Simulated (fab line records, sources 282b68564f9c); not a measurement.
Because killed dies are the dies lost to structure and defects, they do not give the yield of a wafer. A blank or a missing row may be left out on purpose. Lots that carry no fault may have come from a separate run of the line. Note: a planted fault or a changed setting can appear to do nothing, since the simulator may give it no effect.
Problem report in the 8D (eight disciplines) form, filled by code || flow ritCmos || the parts of the form that need people (team, actions taken, sign-off) are left out

== 1. THE PROBLEM ==
At RIT_M1_SPUTTER_00, chamberPressurePa averages 0.3853 Pa over 6 wafers from 2 lots, while fault-free wafers read 0.4000 Pa, standard deviation 0.00076. Measured from the usual mean, that is -19 standard deviations.
The step: material Al, target thk 400 nm, time 500 s.
First seen on wafer L255.1, day 5 03:23, on pvdSputter-02. At this step, 42 wafers from 14 lots have a number in the record. Rule for "out", or "out of limits": more than 4 standard deviations from the usual mean. All remaining wafers that have a number are taken as sound.

== 2. WHAT IT IS, WHAT IT ISN'T ==
{"question": "which readings at this step", "is": "chamberPressurePa", "is not": "throttleValvePct"}
{"question": "which lots", "is": "L255, L256", "is not": "L247, L248, L249, L250, L251, L257, L264, L265, L267, L268, L269, L270"}
{"question": "which wafers of those lots", "is": "all that have a number", "is not": "-"}
{"question": "read on which tools", "is": "pvdSputter-02", "is not": "pvdSputter-01, pvdSputter-04"}
{"question": "when", "is": "from day 5 03:23", "is not": "up to then (15 sound wafers); but 21 sound wafers of L257, L264, L265, L267, L268, L269, L270 came after"}

== 3. SUSPECTS, AND WHAT RULES EACH OUT ==
Counting: a tool at any process step up to the reading remains a suspect when it ran all the lots that are out and ran no sound lot after the first of those.
- pvdSputter-02 at RIT_M1_SPUTTER_00 (material Al, target thk 400 nm, time 500 s): kept. It processed each lot that is out, first L255 at day 5 03:23, and no sound lot thereafter; up to then, the last sound lot it processed was L251 at day 4 09:20. Out on those wafers are its own readings of chamberPressurePa.
Remaining after the count: pvdSputter-02 at RIT_M1_SPUTTER_00.

== 4. THE CAUSE (what the simulator had put in) ==
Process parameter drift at RIT_M1_SPUTTER_00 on pvdSputter-02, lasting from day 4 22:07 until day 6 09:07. A move of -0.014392 in setting chamberPressurePa, from 0.4. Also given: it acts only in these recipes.
This tool alone remained once counting was done.

== 5. SEQUENCE OF EFFECTS, ordered by route ==
Each row: a reading where the mean over the struck wafers with a number is more than 3 standard deviations away from the usual. Only readings for which the record gives a usual standard deviation are gone through. hours: the time from each lot's start at the first step in this table that gives one to its start at this step, as a median over the lots. sigmas: the change in usual standard deviations.
{"hours": 0, "step": "RIT_M1_SPUTTER_00", "reading": "chamberPressurePa", "usual": "0.4000 Pa", "on struck wafers": 0.3853, "change": -0.0147, "sigmas": -19}
Process steps it contains:
- RIT_M1_SPUTTER_00: material Al, target thk 400 nm, time 500 s.

== 6. HOW IT WOULD HAVE BEEN CAUGHT EARLIER ==
5 hours passed between the start of the fault at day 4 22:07 and the first reading out of limits in this record, taken at day 5 03:23.
